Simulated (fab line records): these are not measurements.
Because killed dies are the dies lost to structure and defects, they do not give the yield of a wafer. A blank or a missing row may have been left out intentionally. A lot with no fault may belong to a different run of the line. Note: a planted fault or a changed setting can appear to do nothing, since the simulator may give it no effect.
fab line records    flow berkeleyCmos170
[record] lots = 15  wafers = 45  lastDay = 13
route steps=331 shown NWELL@27 ACTIVE@64
lots that met no fault: from a run of the same line without faults
startH: start of the lot's first displayed wafer, in hours after the record's first day    waitH: hours elapsed since this lot's preceding step    " as in the row above    L1.1+2: a single row standing in for several wafers    - no value, or no start given    * or withheld: withheld    < > ~ a bound
route shown NAME@n: names a module that has steps shown in the file, with the first one's number in the route    usual: the fault-free wafers' mean and standard deviation    same: alike in all rows    chamber/n: place in a boat    sites: readings site by site    _std_site: standard deviation of those values    _edge_site: outer sites' mean less inner sites'    radiusMm: how far each site lies from the wafer's centre    mask NAME#n: copy n    behind: the tool/chamber that last shaped the wafer    hold: cause of the lot's hold/its duration in hours/its outcome    device: the n, p or np transistor that did not switch    end of line: tests of these same wafers at the route's end    a step with no rows: only its recipe    killed: dies lost to structure and defects at the first sort, not the wafer's yield    map: shows each die of a wafer: x if killed, . if not, _ if none is there
set.NAME: the setting that was run; set.NAME@STEP: the one run at that earlier step    model.NAME: the simulator's own value behind a step, which no gauge read
one table for each step of the route and one row for each wafer, over a sample of lots
services: the hour from which a tool's chamber was out of use, counted from the record's first day as startH (under 0 if before that day), plus the number of hours and why
[[steps]]
[step UCB170_NWELL_ETCH_13]
[recipe] chemistry = CH3F/Ar/O2  target = Si3N4  stopOn = SiO2  CH3F_flow_sccm = 20  Ar_flow_sccm = 50  O2_flow_sccm = 7  pressureMtorr = 50  rfW = 450  targetDepthA = 2464  overEtchFrac = 0.1  timeS = 154
[usual] drypumpMotorCurrentA = 5.8/0.41  oesProductAu = 0.942/0.018  throttleValvePct = 8.11/0.16
lot.wafer  tool        chamber  startH  waitH  drypumpMotorCurrentA  oesProductAu  rfHoursCounterH  throttleValvePct
L798.2     rieDiel-04  0        34.56   0.0    5.7                   0.904         125              8.27
L798.4     "           3        "       "      5.8                   0.966         109              8.31
L798.6     "           2        "       "      6.0                   0.974         -                7.88
L800.1     rieDiel-04  0        43.95   0.0    5.7                   0.908         125              8.26
L800.2     "           3        "       "      5.8                   0.959         109              8.30
L800.6     "           3        "       "      5.8                   0.967         -                8.30
L803.2     rieDiel-01  3        60.19   0.0    5.8                   0.962         156              8.08
L803.3     "           2        "       "      6.2                   0.933         5                7.98
L803.6     "           0        "       "      6.0                   0.930         -                8.30
L804.1     rieDiel-01  2        68.31   0.0    6.2                   0.928         5                7.98
L804.2     "           1        "       "      6.2                   0.952         21               7.93
L804.3     "           3        "       "      5.8                   0.956         156              8.09
L805.1     rieDiel-02  2        72.68   0.0    5.8                   0.938         118              7.83
L805.4     "           3        "       "      4.7                   0.935         29               8.15
L805.6     "           2        "       "      5.8                   0.925         -                7.84
L806.2     rieDiel-04  1        72.96   0.0    5.5                   0.942         145              8.14
L806.4     "           0        "       "      5.7                   0.901         127              8.26
L806.5     "           2        "       "      6.0                   0.951         -                7.89
L812.3     rieDiel-02  2        101.12  0.0    5.8                   0.918         120              7.83
L812.4     "           0        "       "      5.2                   0.937         136              8.14
L812.5     "           3        "       "      4.7                   0.924         -                8.16
L814.2     rieDiel-01  2        117.06  0.0    6.2                   0.926         7                7.98
L814.3     "           0        "       "      6.0                   0.921         125              8.31
L814.4     "           1        "       "      6.3                   0.958         -                7.94
L815.2     rieDiel-01  2        117.75  0.0    6.3                   0.933         7                7.98
L815.4     "           2        "       "      6.3                   0.927         -                7.98
L815.6     "           0        "       "      6.0                   0.937         -                8.29
L816.1     rieDiel-02  2        127.99  0.0    5.8                   0.932         121              7.82
L816.4     "           1        "       "      6.1                   0.950         109              8.14
L816.5     "           1        "       "      6.1                   0.958         -                8.14
L818.1     rieDiel-01  1        136.03  0.0    6.3                   0.957         24               7.91
L818.2     "           0        "       "      6.0                   0.929         126              8.30
L818.6     "           0        "       "      6.0                   0.922         -                8.30
L817.2     rieDiel-04  3        136.32  0.0    5.8                   0.958         114              8.30
L817.3     "           0        "       "      5.7                   0.914         130              8.26
L817.6     "           3        "       "      5.8                   0.956         -                8.30
L819.1     rieDiel-04  0        142.89  0.0    5.7                   0.906         130              8.27
L819.3     "           1        "       "      5.5                   0.940         148              8.14
L819.6     "           3        "       "      5.8                   0.953         -                8.30
L821.3     rieDiel-04  2        148.57  0.0    6.0                   0.961         16               7.88
L821.4     "           2        "       "      5.9                   0.961         -                7.88
L821.5     "           0        "       "      5.7                   0.908         -                8.27
L820.1     rieDiel-02  3        148.61  0.0    4.7                   0.931         34               8.17
L820.5     "           0        "       "      5.2                   0.951         -                8.14
L820.6     "           1        "       "      6.1                   0.954         -                8.13
[step UCB170_NWELL_STRIP_15]
[recipe] chemistry = O2  powerW = 400  pressureMtorr = 3500  platenTempC = withheld  o2FlowSccm = 400  overashFraction = 0.5
[usual] drypumpMotorCurrentA = 5.8/0.42  oesProductAu = 0.721/0.004  stripTimeToEndpointS = 18.03/0.09
lot.wafer  tool            chamber  startH  waitH  drypumpMotorCurrentA  oesProductAu  rfHoursCounterH  stripTimeToEndpointS
L798.2     plasmaAsher-04  0        34.81   0.1    5.7                   0.728         30               17.99
L798.4     "               0        "       "      5.7                   0.721         -                18.14
L798.6     "               1        "       "      6.2                   0.718         -                17.89
L800.1     plasmaAsher-04  1        44.20   0.1    6.3                   0.719         31               18.09
L800.2     "               0        "       "      5.7                   0.727         31               18.15
L800.6     "               0        "       "      5.7                   0.718         -                18.17
L803.2     plasmaAsher-02  0        60.44   0.1    5.9                   0.718         29               18.13
L803.3     "               0        "       "      5.9                   0.722         -                18.07
L803.6     "               0        "       "      5.9                   0.722         -                18.02
L804.1     plasmaAsher-01  0        68.56   0.1    5.9                   0.714         34               18.07
L804.2     "               1        "       "      5.9                   0.723         34               17.94
L804.3     "               0        "       "      5.9                   0.724         -                18.03
L805.1     plasmaAsher-04  0        72.94   0.1    5.7                   0.720         35               18.07
L805.4     "               0        "       "      5.7                   0.712         -                18.07
L805.6     "               0        "       "      5.7                   0.715         -                18.08
L806.2     plasmaAsher-02  0        73.21   0.1    5.9                   0.726         31               17.95
L806.4     "               0        "       "      5.9                   0.721         -                18.00
L806.5     "               1        "       "      4.9                   0.718         -                17.86
L812.3     plasmaAsher-04  0        101.41  0.1    5.8                   0.716         -                17.94
L812.4     "               1        "       "      6.3                   0.726         -                17.87
L812.5     "               0        "       "      5.7                   0.716         -                17.92
L814.2     plasmaAsher-02  1        117.31  0.1    4.9                   0.720         36               18.06
L814.3     "               1        "       "      4.8                   0.723         -                18.04
L814.4     "               0        "       "      5.9                   0.721         -                18.03
L815.2     plasmaAsher-04  1        118.00  0.1    6.2                   0.725         40               18.07
L815.4     "               0        "       "      5.7                   0.723         -                18.10
L815.6     "               0        "       "      5.7                   0.723         -                18.02
L816.1     plasmaAsher-04  1        128.24  0.1    6.2                   0.718         42               17.88
L816.4     "               0        "       "      5.8                   0.718         -                18.07
L816.5     "               0        "       "      5.7                   0.728         -                18.13
L818.1     plasmaAsher-04  1        136.28  0.1    6.2                   0.726         43               18.00
L818.2     "               0        "       "      5.8                   0.718         43               18.03
L818.6     "               0        "       "      5.7                   0.721         -                18.01
L817.2     plasmaAsher-01  0        136.57  0.1    6.0                   0.719         2                18.18
L817.3     "               0        "       "      6.0                   0.719         -                18.07
L817.6     "               0        "       "      6.0                   0.721         -                18.18
L819.1     plasmaAsher-02  0        143.15  0.1    5.9                   0.719         39               18.17
L819.3     "               0        "       "      5.9                   0.719         -                18.12
L819.6     "               1        "       "      4.8                   0.725         -                18.27
L821.3     plasmaAsher-04  1        148.86  0.1    6.2                   0.721         -                17.96
L821.4     "               0        "       "      5.7                   0.723         -                17.97
L821.5     "               1        "       "      6.2                   0.722         -                18.10
L820.1     plasmaAsher-01  0        148.86  0.1    5.9                   0.723         4                18.05
L820.5     "               0        "       "      6.0                   0.718         -                18.07
L820.6     "               1        "       "      5.9                   0.715         -                18.17
[step UCB170_ACTIVE_ANNEAL_04]
[recipe] tempC = 1000  timeS = 900  ambient = N2
[usual] spikeTcCentreC = 1001.4/1.1  spikeTcLoadC = 1022.9/1.6
lot.wafer  tool        chamber  startH  waitH  spikeTcCentreC  spikeTcLoadC
L798.2     furnace-04  0        86.75   3.7    1001.6          1024.1
L798.4     "           0        "       "      1002.6          1024.4
L798.6     "           0        "       "      1001.3          1025.3
L800.1     furnace-02  0        90.72   3.7    1002.5          1021.7
L800.2     "           0        "       "      1002.5          1023.5
L800.6     "           0        "       "      1000.8          1022.0
L803.2     furnace-02  0        109.90  5.6    1000.4          1021.3
L803.3     "           0        "       "      1001.6          1021.1
L803.6     "           0        "       "      1002.9          1022.5
L804.1     furnace-01  0        121.52  3.2    1000.1          1025.8
L804.2     "           0        "       "      1000.8          1022.5
L804.3     "           0        "       "      1001.7          1024.7
L805.1     furnace-01  0        121.52  3.2    1000.1          1024.3
L805.4     "           0        "       "      1001.0          1024.2
L805.6     "           0        "       "      1000.3          1024.2
L806.2     furnace-01  0        121.52  3.2    1000.3          1024.9
L806.4     "           0        "       "      1001.1          1025.4
L806.5     "           0        "       "      1001.3          1023.8
L812.3     furnace-02  0        148.50  2.6    1002.0          1022.0
L812.4     "           0        "       "      1002.5          1020.2
L812.5     "           0        "       "      1001.9          1021.3
L814.2     furnace-01  -        169.82  4.8    -               -
L814.3     "           -        "       "      -               -
L814.4     "           -        "       "      -               -
L815.2     furnace-01  -        169.82  4.8    -               -
L815.4     "           -        "       "      -               -
L815.6     "           -        "       "      -               -
L816.1     furnace-02  -        178.65  4.2    -               -
L816.4     "           -        "       "      -               -
L816.5     "           -        "       "      -               -
L817.2     furnace-02  0        184.15  4.3    1001.7          1021.3
L817.3     "           0        "       "      1002.0          1020.3
L817.6     "           0        "       "      1002.3          1021.8
L818.1     furnace-02  0        184.15  4.3    1001.7          1021.9
L818.2     "           0        "       "      1002.0          1021.4
L818.6     "           0        "       "      1000.4          1020.9
L819.1     furnace-02  0        202.35  11.1   1001.3          1022.4
L819.3     "           0        "       "      1001.6          1021.0
L819.6     "           0        "       "      1001.1          1023.1
L820.1     furnace-02  0        216.64  7.3    1001.4          1022.2
L820.5     "           0        "       "      1002.9          1023.1
L820.6     "           0        "       "      1001.6          1023.7
L821.3     furnace-02  0        216.64  7.3    1001.0          1022.8
L821.4     "           0        "       "      1001.6          1021.9
L821.5     "           0        "       "      999.8           1021.8
[step UCB170_ACTIVE_CD_MEAS_90]
[recipe] targetCdNm = 1200
[usual] cdNm = 1199.7/1.3
lot.wafer  tool      chamber  startH  waitH  cdNm
L798.2     cdSem-01  -        92.78   0.1    1201.2
L798.4     "         -        "       "      1199.0
L798.6     "         -        "       "      1198.9
L800.1     cdSem-02  -        96.35   0.1    1199.8
L800.2     "         -        "       "      1198.7
L800.6     "         -        "       "      1199.7
L803.2     cdSem-01  -        114.58  0.1    1202.4
L803.3     "         -        "       "      1203.6
L803.6     "         -        "       "      1203.2
L806.2     cdSem-02  -        126.28  0.1    1203.0
L806.4     "         -        "       "      1200.9
L806.5     "         -        "       "      1201.1
L804.1     cdSem-01  -        126.49  0.1    1199.5
L804.2     "         -        "       "      1198.2
L804.3     "         -        "       "      1197.3
L805.1     cdSem-02  -        126.49  0.1    1199.5
L805.4     "         -        "       "      1198.6
L805.6     "         -        "       "      1200.7
L812.3     cdSem-01  -        154.14  0.1    1199.9
L812.4     "         -        "       "      1202.0
L812.5     "         -        "       "      1199.4
L814.2     cdSem-01  -        174.55  0.1    1198.1
L814.3     "         -        "       "      1199.3
L814.4     "         -        "       "      1198.8
L815.2     cdSem-01  -        174.67  0.1    1199.3
L815.4     "         -        "       "      1200.2
L815.6     "         -        "       "      1201.4
L816.1     cdSem-01  -        183.08  0.1    1199.0
L816.4     "         -        "       "      1198.9
L816.5     "         -        "       "      1197.9
L817.2     cdSem-01  -        188.72  0.1    1200.1
L817.3     "         -        "       "      1198.7
L817.6     "         -        "       "      1199.3
L818.1     cdSem-02  -        188.95  0.1    1199.4
L818.2     "         -        "       "      1199.6
L818.6     "         -        "       "      1199.9
L819.1     cdSem-01  -        206.78  0.1    1199.5
L819.3     "         -        "       "      1200.4
L819.6     "         -        "       "      1200.2
L820.1     cdSem-02  -        221.66  0.1    1199.1
L820.5     "         -        "       "      1198.7
L820.6     "         -        "       "      1197.8
L821.3     cdSem-02  -        222.34  0.1    1196.4
L821.4     "         -        "       "      1199.0
L821.5     "         -        "       "      1197.2
[[services]]
tool            chamber  startH  hours  kind
furnace-04      -        37.52   3.2    pm
rieDiel-02      0        61.44   2.4    repair
plasmaAsher-02  -        101.08  4.6    repair
plasmaAsher-01  -        108.75  9.0    pm
rieDiel-01      3        112.40  -      clean
rieDiel-01      3        112.40  27.7   scheduledDown
rieDiel-02      -        118.40  0.2    repair
rieDiel-01      -        123.85  2.8    pm
rieDiel-01      0        138.25  9.6    repair
rieDiel-04      -        147.09  1.4    repair
rieDiel-04      1        148.10  35.6   repair
plasmaAsher-04  -        165.26  7.5    repair
rieDiel-04      0        171.99  34.5   repair
plasmaAsher-02  -        183.65  2.9    repair
furnace-01      -        187.83  17.0   pm
rieDiel-02      3        199.10  6.4    repair
plasmaAsher-02  -        202.57  0.9    repair
furnace-04      -        204.37  3.4    pm
furnace-01      -        204.79  3.6    pm
rieDiel-04      1        206.47  -      clean
rieDiel-04      1        206.47  18.2   scheduledDown
rieDiel-04      1        206.47  18.2   ventCycle
furnace-04      -        207.73  4.1    pm
rieDiel-02      3        208.87  11.3   repair
[[key]]
[firstSign] step = UCB170_ACTIVE_ANNEAL_04  reading = toolRecord  direction = missing
effect none on later readings
metAt UCB170_ACTIVE_ANNEAL_04
struckLots L814,L815,L816
laterRowsLeftOut L814.2,L814.3,L814.4,L815.2,L815.4,L815.6,L816.1,L816.4,L816.5
sortLeftOut L814.2,L814.3,L814.4,L815.2,L815.4,L815.6,L816.1,L816.4,L816.5
testerLeftOut L814,L815,L816
notActingAt UCB170_NWELL_ETCH_13,UCB170_NWELL_STRIP_15,UCB170_ACTIVE_CD_MEAS_90
onsetBetween 148.50 169.82
[fault] kind = skippedStepWhole  tool = furnace-01,furnace-02  chamber = -  onsetH = 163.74  steps = UCB170_ACTIVE_ANNEAL_04  scope = struckLotsOnly
// testerLeftOut: of these lots the tester's yield and bins aren't shown, on N5 and GAA mostly nor the transistor test; their killed dies are dies lost to structure and defects alone, not to doping, threshold or leakage, so they don't give the yield
// sortLeftOut: the simulated sort isn't trusted on such a fault, so these wafers' sort isn't shown, and their yield isn't known
// laterRowsLeftOut: the simulator's readings of these wafers behind a module that went badly wrong aren't trusted and aren't shown, but for the sort
